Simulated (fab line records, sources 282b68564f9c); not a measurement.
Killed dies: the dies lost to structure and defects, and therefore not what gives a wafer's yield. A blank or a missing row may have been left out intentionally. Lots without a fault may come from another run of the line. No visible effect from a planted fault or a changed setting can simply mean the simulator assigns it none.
fab line records / flow rit_cmos
record: lots: 5 wafers: 15 last_day: 8
route steps=202 shown GATE@83 M1@202
lots that met no fault: from a run of the same line without faults
start_h: start of the lot's first displayed wafer, in hours after the record's first day / wait_h: hours from the lot's prior step to this one / " same as the row above / L1.1+2: a row that stands for several wafers / - no value present, or no start provided / * or withheld: withheld / < > ~ a bound
route shown NAME@n: names a module that has steps shown in the file, with the first one's number in the route / usual: the fault-free wafers' mean and standard deviation / same: alike in all rows / chamber/n: place in a boat / sites: the reading at each site / _std_site: the values' standard deviation / _edge_site: outer sites' mean less inner sites' / radius_mm: how far each site lies from the wafer's centre / mask NAME#n: copy n / behind: tool/chamber where the wafer was last shaped / hold: why the lot was held/for how many hours/how that ended / device: transistor that didn't switch, given as n, p or np / end of line: tests run on the same wafers once the route is complete / a step with no rows: only its recipe / killed: dies that structure and defects cost at the first sort, which is not the same as the wafer's yield / map: dies across one wafer; x = killed, . = not, _ = none there
set.NAME: the setting that was run; set.NAME@STEP: the one run at that earlier step / model.NAME: the simulator's own value behind a step, which no gauge read
certain route steps with their lots: each step a table, each wafer a row
services: a tool's chamber out of use, with start hour (start_h, from the record's first day; less than 0 if before it), hours out, and reason
== steps ==
step: RIT_GATE_THK_MEAS_07
recipe: reads: SiO2_of_GATE_OXIDATION_05
usual: GATE_OXIDE_THK: 3.00/0.054
lot.wafer=L954.2 tool=film_metro-03 chamber=- start_h=57.08 wait_h=0.0 GATE_OXIDE_THK[nm]=3.02
lot.wafer=L954.3 tool=film_metro-03 chamber=- start_h=57.08 wait_h=0.0 GATE_OXIDE_THK[nm]=3.04
lot.wafer=L954.5 tool=film_metro-03 chamber=- start_h=57.08 wait_h=0.0 GATE_OXIDE_THK[nm]=3.02
lot.wafer=L959.1 tool=film_metro-04 chamber=- start_h=80.25 wait_h=0.0 GATE_OXIDE_THK[nm]=2.91
lot.wafer=L959.3 tool=film_metro-04 chamber=- start_h=80.25 wait_h=0.0 GATE_OXIDE_THK[nm]=2.87
lot.wafer=L959.5 tool=film_metro-04 chamber=- start_h=80.25 wait_h=0.0 GATE_OXIDE_THK[nm]=3.00
lot.wafer=L970.3 tool=film_metro-01 chamber=- start_h=134.61 wait_h=0.0 GATE_OXIDE_THK[nm]=2.97
lot.wafer=L970.5 tool=film_metro-01 chamber=- start_h=134.61 wait_h=0.0 GATE_OXIDE_THK[nm]=2.97
lot.wafer=L970.6 tool=film_metro-01 chamber=- start_h=134.61 wait_h=0.0 GATE_OXIDE_THK[nm]=2.99
lot.wafer=L971.1 tool=film_metro-03 chamber=- start_h=139.49 wait_h=0.0 GATE_OXIDE_THK[nm]=2.97
lot.wafer=L971.3 tool=film_metro-03 chamber=- start_h=139.49 wait_h=0.0 GATE_OXIDE_THK[nm]=2.89
lot.wafer=L971.5 tool=film_metro-03 chamber=- start_h=139.49 wait_h=0.0 GATE_OXIDE_THK[nm]=2.96
lot.wafer=L973.1 tool=film_metro-01 chamber=- start_h=153.65 wait_h=0.0 GATE_OXIDE_THK[nm]=3.02
lot.wafer=L973.2 tool=film_metro-01 chamber=- start_h=153.65 wait_h=0.0 GATE_OXIDE_THK[nm]=2.98
lot.wafer=L973.5 tool=film_metro-01 chamber=- start_h=153.65 wait_h=0.0 GATE_OXIDE_THK[nm]=2.95
step: RIT_GATE_CVD_08
recipe: material: poly-Si target_thk_nm: 250 temp_c: 610 precursor: SiH4 time_s: 2220 pressure_mtorr: 300 sih4_flow_sccm: 97.58
step: RIT_GATE_THK_MEAS_09
recipe: reads: poly-Si_of_GATE_CVD_08
usual: GATE_POLY_THK: 244.1/2
lot.wafer=L954.2 tool=film_metro-03 chamber=- start_h=58.76 wait_h=0.0 GATE_POLY_THK[nm]=244.1
lot.wafer=L954.3 tool=film_metro-03 chamber=- start_h=58.76 wait_h=0.0 GATE_POLY_THK[nm]=243.7
lot.wafer=L954.5 tool=film_metro-03 chamber=- start_h=58.76 wait_h=0.0 GATE_POLY_THK[nm]=245.1
lot.wafer=L959.1 tool=film_metro-04 chamber=- start_h=81.93 wait_h=0.0 GATE_POLY_THK[nm]=244.5
lot.wafer=L959.3 tool=film_metro-04 chamber=- start_h=81.93 wait_h=0.0 GATE_POLY_THK[nm]=243.5
lot.wafer=L959.5 tool=film_metro-04 chamber=- start_h=81.93 wait_h=0.0 GATE_POLY_THK[nm]=243.9
lot.wafer=L970.3 tool=film_metro-04 chamber=- start_h=138.89 wait_h=0.0 GATE_POLY_THK[nm]=245.1
lot.wafer=L970.5 tool=film_metro-04 chamber=- start_h=138.89 wait_h=0.0 GATE_POLY_THK[nm]=243.0
lot.wafer=L970.6 tool=film_metro-04 chamber=- start_h=138.89 wait_h=0.0 GATE_POLY_THK[nm]=245.7
lot.wafer=L971.1 tool=film_metro-03 chamber=- start_h=143.82 wait_h=0.0 GATE_POLY_THK[nm]=247.8
lot.wafer=L971.3 tool=film_metro-03 chamber=- start_h=143.82 wait_h=0.0 GATE_POLY_THK[nm]=246.6
lot.wafer=L971.5 tool=film_metro-03 chamber=- start_h=143.82 wait_h=0.0 GATE_POLY_THK[nm]=245.5
lot.wafer=L973.1 tool=film_metro-03 chamber=- start_h=162.31 wait_h=0.0 GATE_POLY_THK[nm]=241.6
lot.wafer=L973.2 tool=film_metro-03 chamber=- start_h=162.31 wait_h=0.0 GATE_POLY_THK[nm]=242.0
lot.wafer=L973.5 tool=film_metro-03 chamber=- start_h=162.31 wait_h=0.0 GATE_POLY_THK[nm]=241.2
step: RIT_GATE_HMDS_10
recipe: prime_time_s: 60 prime_temp_c: 140
step: RIT_GATE_COAT_11
recipe: resist: NOVOLAK spin_rpm: 4250 resist_thk_nm: 850
step: RIT_GATE_SOFTBAKE_12
recipe: resist: NOVOLAK temp_c: 90 time_s: 60
step: RIT_GATE_EXPOSE_13
recipe: mask_id: M6 na: 0.6 source_shape: conventional sigma_outer: 0.6 target_cd_nm: 150 dose_mj: 386.6
step: RIT_GATE_PEB_14
recipe: resist: NOVOLAK temp_c: withheld time_s: withheld
step: RIT_GATE_DEVELOP_15
recipe: resist: NOVOLAK develop_time_s: 50 dev_temp_c: 23
step: RIT_GATE_CD_MEAS_16
recipe: target_cd_nm: 150
usual: cd_nm: 150.4/2.2
lot.wafer=L954.2 tool=cd_sem-02 chamber=- start_h=59.68 wait_h=- cd_nm=145.6
lot.wafer=L954.3 tool=cd_sem-02 chamber=- start_h=59.68 wait_h=- cd_nm=147.6
lot.wafer=L954.5 tool=cd_sem-02 chamber=- start_h=59.68 wait_h=- cd_nm=147.2
lot.wafer=L959.1 tool=cd_sem-01 chamber=- start_h=82.84 wait_h=- cd_nm=150.5
lot.wafer=L959.3 tool=cd_sem-01 chamber=- start_h=82.84 wait_h=- cd_nm=150.0
lot.wafer=L959.5 tool=cd_sem-01 chamber=- start_h=82.84 wait_h=- cd_nm=150.3
lot.wafer=L970.3 tool=cd_sem-01 chamber=- start_h=139.95 wait_h=- cd_nm=147.3
lot.wafer=L970.5 tool=cd_sem-01 chamber=- start_h=139.95 wait_h=- cd_nm=149.3
lot.wafer=L970.6 tool=cd_sem-01 chamber=- start_h=139.95 wait_h=- cd_nm=148.7
lot.wafer=L971.1 tool=cd_sem-01 chamber=- start_h=145.09 wait_h=- cd_nm=153.2
lot.wafer=L971.3 tool=cd_sem-01 chamber=- start_h=145.09 wait_h=- cd_nm=151.0
lot.wafer=L971.5 tool=cd_sem-01 chamber=- start_h=145.09 wait_h=- cd_nm=151.7
lot.wafer=L973.1 tool=cd_sem-02 chamber=- start_h=163.22 wait_h=- cd_nm=152.7
lot.wafer=L973.2 tool=cd_sem-02 chamber=- start_h=163.22 wait_h=- cd_nm=151.5
lot.wafer=L973.5 tool=cd_sem-02 chamber=- start_h=163.22 wait_h=- cd_nm=153.4
step: RIT_GATE_OVL_MEAS_17
usual: GATE_OVL: 0.2/1.3
lot.wafer=L954.2 tool=overlay-02 chamber=- start_h=59.79 wait_h=0.1 GATE_OVL[nm]=0.4
lot.wafer=L954.3 tool=overlay-02 chamber=- start_h=59.79 wait_h=0.1 GATE_OVL[nm]=0.0
lot.wafer=L954.5 tool=overlay-02 chamber=- start_h=59.79 wait_h=0.1 GATE_OVL[nm]=0.9
lot.wafer=L959.1 tool=overlay-02 chamber=- start_h=82.96 wait_h=0.1 GATE_OVL[nm]=1.2
lot.wafer=L959.3 tool=overlay-02 chamber=- start_h=82.96 wait_h=0.1 GATE_OVL[nm]=-1.0
lot.wafer=L959.5 tool=overlay-02 chamber=- start_h=82.96 wait_h=0.1 GATE_OVL[nm]=0.9
lot.wafer=L970.3 tool=overlay-02 chamber=- start_h=140.04 wait_h=0.1 GATE_OVL[nm]=2.9
lot.wafer=L970.5 tool=overlay-02 chamber=- start_h=140.04 wait_h=0.1 GATE_OVL[nm]=1.2
lot.wafer=L970.6 tool=overlay-02 chamber=- start_h=140.04 wait_h=0.1 GATE_OVL[nm]=2.1
lot.wafer=L971.1 tool=overlay-02 chamber=- start_h=145.21 wait_h=0.1 GATE_OVL[nm]=-0.6
lot.wafer=L971.3 tool=overlay-02 chamber=- start_h=145.21 wait_h=0.1 GATE_OVL[nm]=0.8
lot.wafer=L971.5 tool=overlay-02 chamber=- start_h=145.21 wait_h=0.1 GATE_OVL[nm]=0.8
lot.wafer=L973.1 tool=overlay-02 chamber=- start_h=163.34 wait_h=0.1 GATE_OVL[nm]=0.4
lot.wafer=L973.2 tool=overlay-02 chamber=- start_h=163.34 wait_h=0.1 GATE_OVL[nm]=-1.5
lot.wafer=L973.5 tool=overlay-02 chamber=- start_h=163.34 wait_h=0.1 GATE_OVL[nm]=-0.9
step: RIT_GATE_HARDBAKE_18
recipe: resist: NOVOLAK temp_c: 140 time_s: 60
step: RIT_GATE_ETCH_19
recipe: chemistry: SF6/CHF3/O2 time_s: 165 SF6_flow_sccm: 30 CHF3_flow_sccm: 30 O2_flow_sccm: 5 target: poly-Si pressure_mtorr: 40 rf_w: 160 target_depth_a: 3125 over_etch_frac: 0.25 stop_on: SiO2
usual: drypump_motor_current_A: 5.4/0.54 he_backside_leak_sccm: 2.74/0.22 oes_product_au: 0.831/0.012 rf_fwd_power_W: 159.4/0.48 throttle_valve_pct: 10.30/0.11
same: over_etch_frac: 0.25
lot.wafer=L954.2 tool=rie_si-02 chamber=0 start_h=59.97 wait_h=0.1 drypump_motor_current_A=5.5 he_backside_leak_sccm=2.31 oes_product_au=0.832 rf_fwd_power_W=159.3 rf_hours_counter_h=8 throttle_valve_pct=10.19 model.NOVOLAK_of_GATE_COAT_11.thk_nm=671.9
lot.wafer=L954.3 tool=rie_si-02 chamber=2 start_h=59.97 wait_h=0.1 drypump_motor_current_A=5.2 he_backside_leak_sccm=3.00 oes_product_au=0.847 rf_fwd_power_W=159.2 rf_hours_counter_h=143 throttle_valve_pct=10.27 model.NOVOLAK_of_GATE_COAT_11.thk_nm=672.1
lot.wafer=L954.5 tool=rie_si-02 chamber=1 start_h=59.97 wait_h=0.1 drypump_motor_current_A=4.9 he_backside_leak_sccm=2.91 oes_product_au=0.821 rf_fwd_power_W=158.9 rf_hours_counter_h=- throttle_valve_pct=10.28 model.NOVOLAK_of_GATE_COAT_11.thk_nm=665.9
lot.wafer=L959.1 tool=rie_si-02 chamber=1 start_h=83.16 wait_h=0.1 drypump_motor_current_A=4.9 he_backside_leak_sccm=2.84 oes_product_au=0.818 rf_fwd_power_W=159.6 rf_hours_counter_h=85 throttle_valve_pct=10.27 model.NOVOLAK_of_GATE_COAT_11.thk_nm=665.2
lot.wafer=L959.3 tool=rie_si-02 chamber=3 start_h=83.16 wait_h=0.1 drypump_motor_current_A=5.0 he_backside_leak_sccm=3.02 oes_product_au=0.825 rf_fwd_power_W=159.0 rf_hours_counter_h=32 throttle_valve_pct=10.37 model.NOVOLAK_of_GATE_COAT_11.thk_nm=668.9
lot.wafer=L959.5 tool=rie_si-02 chamber=1 start_h=83.16 wait_h=0.1 drypump_motor_current_A=5.0 he_backside_leak_sccm=2.87 oes_product_au=0.817 rf_fwd_power_W=159.2 rf_hours_counter_h=- throttle_valve_pct=10.27 model.NOVOLAK_of_GATE_COAT_11.thk_nm=664.4
lot.wafer=L970.3 tool=rie_si-02 chamber=0 start_h=140.21 wait_h=0.1 drypump_motor_current_A=5.5 he_backside_leak_sccm=2.52 oes_product_au=0.842 rf_fwd_power_W=159.6 rf_hours_counter_h=8 throttle_valve_pct=10.16 model.NOVOLAK_of_GATE_COAT_11.thk_nm=674.5
lot.wafer=L970.5 tool=rie_si-02 chamber=3 start_h=140.21 wait_h=0.1 drypump_motor_current_A=5.0 he_backside_leak_sccm=2.83 oes_product_au=0.819 rf_fwd_power_W=134.4 rf_hours_counter_h=- throttle_valve_pct=10.36 model.NOVOLAK_of_GATE_COAT_11.thk_nm=682.4
lot.wafer=L970.6 tool=rie_si-02 chamber=0 start_h=140.21 wait_h=0.1 drypump_motor_current_A=5.5 he_backside_leak_sccm=2.56 oes_product_au=0.840 rf_fwd_power_W=159.4 rf_hours_counter_h=- throttle_valve_pct=10.17 model.NOVOLAK_of_GATE_COAT_11.thk_nm=672
lot.wafer=L971.1 tool=rie_si-01 chamber=1 start_h=145.39 wait_h=0.1 drypump_motor_current_A=5.1 he_backside_leak_sccm=2.40 oes_product_au=0.857 rf_fwd_power_W=159.8 rf_hours_counter_h=0 throttle_valve_pct=10.17 model.NOVOLAK_of_GATE_COAT_11.thk_nm=672.7
lot.wafer=L971.3 tool=rie_si-01 chamber=2 start_h=145.39 wait_h=0.1 drypump_motor_current_A=5.8 he_backside_leak_sccm=2.56 oes_product_au=0.829 rf_fwd_power_W=158.5 rf_hours_counter_h=48 throttle_valve_pct=10.25 model.NOVOLAK_of_GATE_COAT_11.thk_nm=670
lot.wafer=L971.5 tool=rie_si-01 chamber=3 start_h=145.39 wait_h=0.1 drypump_motor_current_A=4.9 he_backside_leak_sccm=2.95 oes_product_au=0.844 rf_fwd_power_W=159.5 rf_hours_counter_h=- throttle_valve_pct=10.39 model.NOVOLAK_of_GATE_COAT_11.thk_nm=671.2
lot.wafer=L973.1 tool=rie_si-01 chamber=0 start_h=163.53 wait_h=0.1 drypump_motor_current_A=6.6 he_backside_leak_sccm=2.45 oes_product_au=0.819 rf_fwd_power_W=159.5 rf_hours_counter_h=57 throttle_valve_pct=10.50 model.NOVOLAK_of_GATE_COAT_11.thk_nm=674.6
lot.wafer=L973.2 tool=rie_si-01 chamber=1 start_h=163.53 wait_h=0.1 drypump_motor_current_A=5.1 he_backside_leak_sccm=2.44 oes_product_au=0.843 rf_fwd_power_W=160.1 rf_hours_counter_h=0 throttle_valve_pct=10.16 model.NOVOLAK_of_GATE_COAT_11.thk_nm=676.4
lot.wafer=L973.5 tool=rie_si-01 chamber=2 start_h=163.53 wait_h=0.1 drypump_motor_current_A=5.8 he_backside_leak_sccm=2.72 oes_product_au=0.815 rf_fwd_power_W=160.5 rf_hours_counter_h=- throttle_valve_pct=10.24 model.NOVOLAK_of_GATE_COAT_11.thk_nm=675.3
step: RIT_GATE_STRIP_20
recipe: chemistry: O2 time_s: 180 resist: NOVOLAK platen_temp_c: withheld power_w: 500 pressure_mtorr: 4000 o2_flow_sccm: 4000
usual: drypump_motor_current_A: 5.8/0.5
lot.wafer=L954.2 tool=plasma_asher-03 chamber=0 start_h=60.07 wait_h=0.1 drypump_motor_current_A=6.5 rf_hours_counter_h=27
lot.wafer=L954.3 tool=plasma_asher-03 chamber=1 start_h=60.07 wait_h=0.1 drypump_motor_current_A=5.7 rf_hours_counter_h=-
lot.wafer=L954.5 tool=plasma_asher-03 chamber=0 start_h=60.07 wait_h=0.1 drypump_motor_current_A=6.5 rf_hours_counter_h=-
lot.wafer=L959.1 tool=plasma_asher-03 chamber=1 start_h=83.27 wait_h=0.1 drypump_motor_current_A=5.7 rf_hours_counter_h=30
lot.wafer=L959.3 tool=plasma_asher-03 chamber=1 start_h=83.27 wait_h=0.1 drypump_motor_current_A=5.7 rf_hours_counter_h=-
lot.wafer=L959.5 tool=plasma_asher-03 chamber=0 start_h=83.27 wait_h=0.1 drypump_motor_current_A=6.5 rf_hours_counter_h=-
lot.wafer=L970.3 tool=plasma_asher-04 chamber=0 start_h=140.38 wait_h=0.1 drypump_motor_current_A=5.5 rf_hours_counter_h=-
lot.wafer=L970.5 tool=plasma_asher-04 chamber=1 start_h=140.38 wait_h=0.1 drypump_motor_current_A=6.3 rf_hours_counter_h=-
lot.wafer=L970.6 tool=plasma_asher-04 chamber=0 start_h=140.38 wait_h=0.1 drypump_motor_current_A=5.5 rf_hours_counter_h=-
lot.wafer=L971.1 tool=plasma_asher-03 chamber=1 start_h=145.50 wait_h=0.1 drypump_motor_current_A=5.7 rf_hours_counter_h=37
lot.wafer=L971.3 tool=plasma_asher-03 chamber=1 start_h=145.50 wait_h=0.1 drypump_motor_current_A=5.7 rf_hours_counter_h=-
lot.wafer=L971.5 tool=plasma_asher-03 chamber=1 start_h=145.50 wait_h=0.1 drypump_motor_current_A=5.7 rf_hours_counter_h=-
lot.wafer=L973.1 tool=plasma_asher-04 chamber=1 start_h=163.64 wait_h=0.1 drypump_motor_current_A=6.3 rf_hours_counter_h=53
lot.wafer=L973.2 tool=plasma_asher-04 chamber=0 start_h=163.64 wait_h=0.1 drypump_motor_current_A=5.6 rf_hours_counter_h=53
lot.wafer=L973.5 tool=plasma_asher-04 chamber=1 start_h=163.64 wait_h=0.1 drypump_motor_current_A=6.3 rf_hours_counter_h=-
step: RIT_M1_PROBE_99
usual: killed_at_contacts: 0.1/0.31 killed_at_front_end: 6.3/3 killed_dies: 6.4/3 killed_open: 3/1.9 killed_short: 3.4/1.9
same: gross_dies: 264 killed_at_M0_to_M3: 0 killed_at_M4_up: 0 killed_at_back_side: 0 killed_at_other: 0
lot.wafer=L954.2 tool=prober-01 chamber=- start_h=80.69 wait_h=0.1 killed_at_contacts=0 killed_at_front_end=6 killed_dies=6 killed_open=2 killed_short=4 model.etest.poly_comb_over_steps.leak_log10_a_um=-12.63 model.etest.antenna_poly.vt_shift_v=-0.004887
lot.wafer=L954.3 tool=prober-01 chamber=- start_h=80.74 wait_h=0.2 killed_at_contacts=0 killed_at_front_end=5 killed_dies=5 killed_open=2 killed_short=2 model.etest.poly_comb_over_steps.leak_log10_a_um=-12.81 model.etest.antenna_poly.vt_shift_v=-0.00898
lot.wafer=L954.5 tool=prober-01 chamber=- start_h=80.84 wait_h=0.2 killed_at_contacts=1 killed_at_front_end=8 killed_dies=9 killed_open=4 killed_short=3 model.etest.poly_comb_over_steps.leak_log10_a_um=-12.69 model.etest.antenna_poly.vt_shift_v=-0.01027
lot.wafer=L959.1 tool=prober-02 chamber=- start_h=104.16 wait_h=0.1 killed_at_contacts=1 killed_at_front_end=5 killed_dies=6 killed_open=3 killed_short=3 model.etest.poly_comb_over_steps.leak_log10_a_um=-12.74 model.etest.antenna_poly.vt_shift_v=-0.0138
lot.wafer=L959.3 tool=prober-02 chamber=- start_h=104.26 wait_h=0.2 killed_at_contacts=1 killed_at_front_end=8 killed_dies=9 killed_open=6 killed_short=3 model.etest.poly_comb_over_steps.leak_log10_a_um=-12.72 model.etest.antenna_poly.vt_shift_v=-0.009692
lot.wafer=L959.5 tool=prober-02 chamber=- start_h=104.36 wait_h=0.2 killed_at_contacts=0 killed_at_front_end=7 killed_dies=7 killed_open=5 killed_short=2 model.etest.poly_comb_over_steps.leak_log10_a_um=-12.84 model.etest.antenna_poly.vt_shift_v=-0.008457
lot.wafer=L970.3 tool=prober-01 chamber=- start_h=162.02 wait_h=0.2 killed_at_contacts=0 killed_at_front_end=7 killed_dies=7 killed_open=4 killed_short=3 model.etest.poly_comb_over_steps.leak_log10_a_um=-12.46 model.etest.antenna_poly.vt_shift_v=-0.004377
lot.wafer=L970.5 tool=prober-01 chamber=- start_h=162.12 wait_h=0.2 killed_at_contacts=0 killed_at_front_end=7 killed_dies=7 killed_open=5 killed_short=2 model.etest.poly_comb_over_steps.leak_log10_a_um=-8.246 model.etest.antenna_poly.vt_shift_v=-0.005977
lot.wafer=L970.6 tool=prober-01 chamber=- start_h=162.17 wait_h=0.2 killed_at_contacts=1 killed_at_front_end=4 killed_dies=5 killed_open=1 killed_short=4 model.etest.poly_comb_over_steps.leak_log10_a_um=-12.39 model.etest.antenna_poly.vt_shift_v=-0.006929
lot.wafer=L971.1 tool=prober-02 chamber=- start_h=170.99 wait_h=0.1 killed_at_contacts=0 killed_at_front_end=11 killed_dies=11 killed_open=6 killed_short=5 model.etest.poly_comb_over_steps.leak_log10_a_um=-12.29 model.etest.antenna_poly.vt_shift_v=-0.008021
lot.wafer=L971.3 tool=prober-02 chamber=- start_h=171.09 wait_h=0.2 killed_at_contacts=0 killed_at_front_end=9 killed_dies=9 killed_open=6 killed_short=3 model.etest.poly_comb_over_steps.leak_log10_a_um=-12.69 model.etest.antenna_poly.vt_shift_v=-0.009583
lot.wafer=L971.5 tool=prober-02 chamber=- start_h=171.19 wait_h=0.2 killed_at_contacts=0 killed_at_front_end=5 killed_dies=5 killed_open=1 killed_short=4 model.etest.poly_comb_over_steps.leak_log10_a_um=-12.84 model.etest.antenna_poly.vt_shift_v=-0.01082
lot.wafer=L973.1 tool=prober-02 chamber=- start_h=186.43 wait_h=0.1 killed_at_contacts=0 killed_at_front_end=8 killed_dies=8 killed_open=2 killed_short=6 model.etest.poly_comb_over_steps.leak_log10_a_um=-12.73 model.etest.antenna_poly.vt_shift_v=-0.008542
lot.wafer=L973.2 tool=prober-02 chamber=- start_h=186.48 wait_h=0.1 killed_at_contacts=0 killed_at_front_end=5 killed_dies=5 killed_open=1 killed_short=4 model.etest.poly_comb_over_steps.leak_log10_a_um=-12.8 model.etest.antenna_poly.vt_shift_v=-0.007254
lot.wafer=L973.5 tool=prober-02 chamber=- start_h=186.63 wait_h=0.2 killed_at_contacts=0 killed_at_front_end=6 killed_dies=6 killed_open=1 killed_short=5 model.etest.poly_comb_over_steps.leak_log10_a_um=-12.72 model.etest.antenna_poly.vt_shift_v=-0.006746
killed by level:class
L954.2 GATE:geometric_particle:short=2 GATE:geometric_particle:open=2 SPACER:geometric_particle:short=2
L954.3 FOX2:geometric_particle:open=1 REOX:geometric_particle:short=1 SPACER:geometric_particle:open=1 SPACER:geometric_particle:short=1 PRETRO:coat_microbubble_printed=1
L954.5 GATE:geometric_particle:open=3 PRETRO:coat_microbubble_printed=2 FOX2:geometric_particle:short=1 REOX:geometric_particle:open=1 REOX:geometric_particle:short=1 CONTACT:geometric_particle:short=1
L959.1 SPACER:geometric_particle:open=2 SPACER:geometric_particle:short=2 GATE:geometric_particle:open=1 CONTACT:geometric_particle:short=1
L959.3 GATE:geometric_particle:open=5 GATE:geometric_particle:short=1 REOX:geometric_particle:short=1 REOX:geometric_particle:open=1 CONTACT:geometric_particle:short=1
L959.5 GATE:geometric_particle:short=2 GATE:geometric_particle:open=2 SPACER:geometric_particle:open=2 FOX1:geometric_particle:open=1
L970.3 GATE:geometric_particle:open=1 GATE:geometric_particle:short=1 REOX:geometric_particle:open=1 REOX:geometric_particle:short=1 SPACER:geometric_particle:short=1 SPACER:geometric_particle:open=1 SILICIDE:geometric_particle:open=1
L970.5 FOX1:geometric_particle:open=2 FOX1:geometric_particle:short=1 GATE:geometric_particle:open=1 REOX:geometric_particle:open=1 SPACER:geometric_particle:open=1 SILICIDE:geometric_particle:short=1
L970.6 SPACER:geometric_particle:short=2 ACTIVE:geometric_particle:short=1 GATE:geometric_particle:open=1 CONTACT:geometric_particle:short=1
L971.1 SPACER:geometric_particle:open=3 FOX2:geometric_particle:short=2 REOX:geometric_particle:open=2 SPACER:geometric_particle:short=2 GATE:geometric_particle:short=1 SILICIDE:geometric_particle:open=1
L971.3 SPACER:geometric_particle:open=3 GATE:geometric_particle:short=1 GATE:geometric_particle:open=1 REOX:geometric_particle:short=1 REOX:geometric_particle:open=1 SPACER:geometric_particle:short=1 SILICIDE:geometric_particle:open=1
L971.5 GATE:geometric_particle:short=3 GATE:geometric_particle:open=1 REOX:geometric_particle:short=1
L973.1 REOX:geometric_particle:short=4 REOX:geometric_particle:open=2 GATE:geometric_particle:short=1 SILICIDE:geometric_particle:short=1
L973.2 SPACER:geometric_particle:short=2 ACTIVE:geometric_particle:short=1 REOX:geometric_particle:open=1 SILICIDE:geometric_particle:short=1
L973.5 REOX:geometric_particle:short=2 SILICIDE:geometric_particle:short=2 GATE:geometric_particle:short=1 REOX:geometric_particle:open=1
== services ==
tool=plasma_asher-04 chamber=- start_h=57.82 hours=14.6 kind=pm
tool=plasma_asher-04 chamber=- start_h=74.78 hours=2.2 kind=repair
tool=rie_si-01 chamber=- start_h=81.76 hours=5.2 kind=repair
tool=rie_si-01 chamber=1 start_h=90.24 hours=- kind=clean
tool=rie_si-01 chamber=1 start_h=90.24 hours=17.0 kind=scheduled_down
tool=rie_si-01 chamber=1 start_h=90.24 hours=17.0 kind=vent_cycle
tool=plasma_asher-04 chamber=- start_h=114.19 hours=2.8 kind=repair
tool=rie_si-01 chamber=2 start_h=127.57 hours=4.7 kind=repair
tool=plasma_asher-04 chamber=- start_h=129.31 hours=4.3 kind=pm
tool=rie_si-01 chamber=0 start_h=135.67 hours=13.0 kind=repair
tool=rie_si-02 chamber=2 start_h=139.63 hours=- kind=clean
tool=rie_si-02 chamber=2 start_h=139.63 hours=24.3 kind=scheduled_down
tool=rie_si-02 chamber=2 start_h=139.63 hours=24.3 kind=vent_cycle
tool=rie_si-01 chamber=3 start_h=158.92 hours=5.5 kind=repair
== key ==
first_sign: step: RIT_GATE_ETCH_19 reading: rf_fwd_power_W direction: down sigmas: 52 usual: 159.4 struck: 134.4
effect none on later readings
model_effect: step: RIT_GATE_ETCH_19 value: NOVOLAK_of_GATE_COAT_11.thk_nm without: 668.9 struck: 682.4
model_effect: step: RIT_M1_PROBE_99 value: etest.poly_comb_over_steps.leak_log10_a_um without: -12.79 struck: -8.246
met_at RIT_GATE_ETCH_19
struck_wafers L970.5
tester_left_out L970
onset_between 83.16 140.21
fault: kind: process_parameter_drift tool: rie_si-02 chamber: 3 onset_h: 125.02 steps: RIT_GATE_ETCH_19 channel: rf_w offset: -25.6 shape: step end_h: 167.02 stated: 160
tester_left_out: of these lots the tester's yield and bins aren't shown, on N5 and GAA mostly nor the transistor test; their killed dies are dies lost to structure and defects alone, not to doping, threshold or leakage, so they don't give the yield
